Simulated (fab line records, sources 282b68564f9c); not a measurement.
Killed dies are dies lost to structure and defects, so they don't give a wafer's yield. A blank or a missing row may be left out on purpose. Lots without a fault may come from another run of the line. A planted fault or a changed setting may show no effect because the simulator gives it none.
Problem report in the 8D (eight disciplines) form, filled by code | flow rit_cmos | the parts of the form that need people (team, actions taken, sign-off) are left out

1. THE PROBLEM
chamber_pressure_mTorr at RIT_ACTIVE_ETCH_13 reads a mean of 208.06 mTorr on 6 wafers of 2 lots; wafers without a fault read 259.99 mTorr with a standard deviation of 0.24. That is -99 or more standard deviations from the usual mean.
The step: etches Si3N4 in SF6, stops on SiO2, time 210 s, target depth 210 nm.
First seen on wafer L980.1, day 4 18:33, on rie_diel-04. The record holds 42 wafers of 14 lots with a number at this step. Rule for "out", or "out of limits": more than 4 standard deviations from the usual mean. The other wafers with a number count as sound.

2. WHAT IT IS AND WHAT IT IS NOT
question                    | is                     | is not
which readings at this step | chamber_pressure_mTorr | drypump_motor_current_A, oes_product_au, throttle_valve_pct
which lots                  | L980, L983             | L965, L966, L967, L970, L972, L973, L974, L975, L976, L977, L979, L981
which wafers of those lots  | all that have a number | -
read on which tools         | rie_diel-04            | rie_diel-01, rie_diel-02
when                        | from day 4 18:33       | up to then (33 sound wafers); but 3 sound wafers of L981 came after

3. SUSPECTS, AND WHAT RULES EACH OUT
Counting: a tool at a process step up to the reading stays a suspect if it ran every lot that is out and no sound lot after the first of them.
- rie_diel-04 at RIT_ACTIVE_ETCH_13 (etches Si3N4 in SF6, stops on SiO2, time 210 s, target depth 210 nm): kept. It ran every lot that is out, first L980 (day 4 18:33), and no sound lot after that; its last sound lot up to then is L977 (day 4 03:26). Its own readings are out on those wafers: chamber_pressure_mTorr.
Left after counting: rie_diel-04 at RIT_ACTIVE_ETCH_13.

4. THE CAUSE (what the simulator had put in)
Process parameter drift: rie_diel-04, from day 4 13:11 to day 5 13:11, at RIT_ACTIVE_ETCH_13. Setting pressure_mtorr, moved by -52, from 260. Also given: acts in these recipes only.
Counting left only this tool.

5. THE CHAIN OF EFFECTS, in route order
Each row: a reading whose mean over the struck wafers that have a number lies more than 3 standard deviations from the usual. Only readings for which the record gives a usual standard deviation are gone through. hours: the time from each lot's start at the first step in this table that gives one to its start at this step, as a median over the lots. sigmas: the change in usual standard deviations.
hours | step               | reading                | usual        | on struck wafers | change | sigmas
0     | RIT_ACTIVE_ETCH_13 | chamber_pressure_mTorr | 259.99 mTorr | 208.06           | -51.93 | -99 or more
The process steps in it:
- RIT_ACTIVE_ETCH_13: etches Si3N4 in SF6, stops on SiO2, time 210 s, target depth 210 nm.

6. WHAT WOULD HAVE CAUGHT IT SOONER
In this record the first reading out of limits was taken at day 4 18:33, 5 hours after the fault began at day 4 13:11.
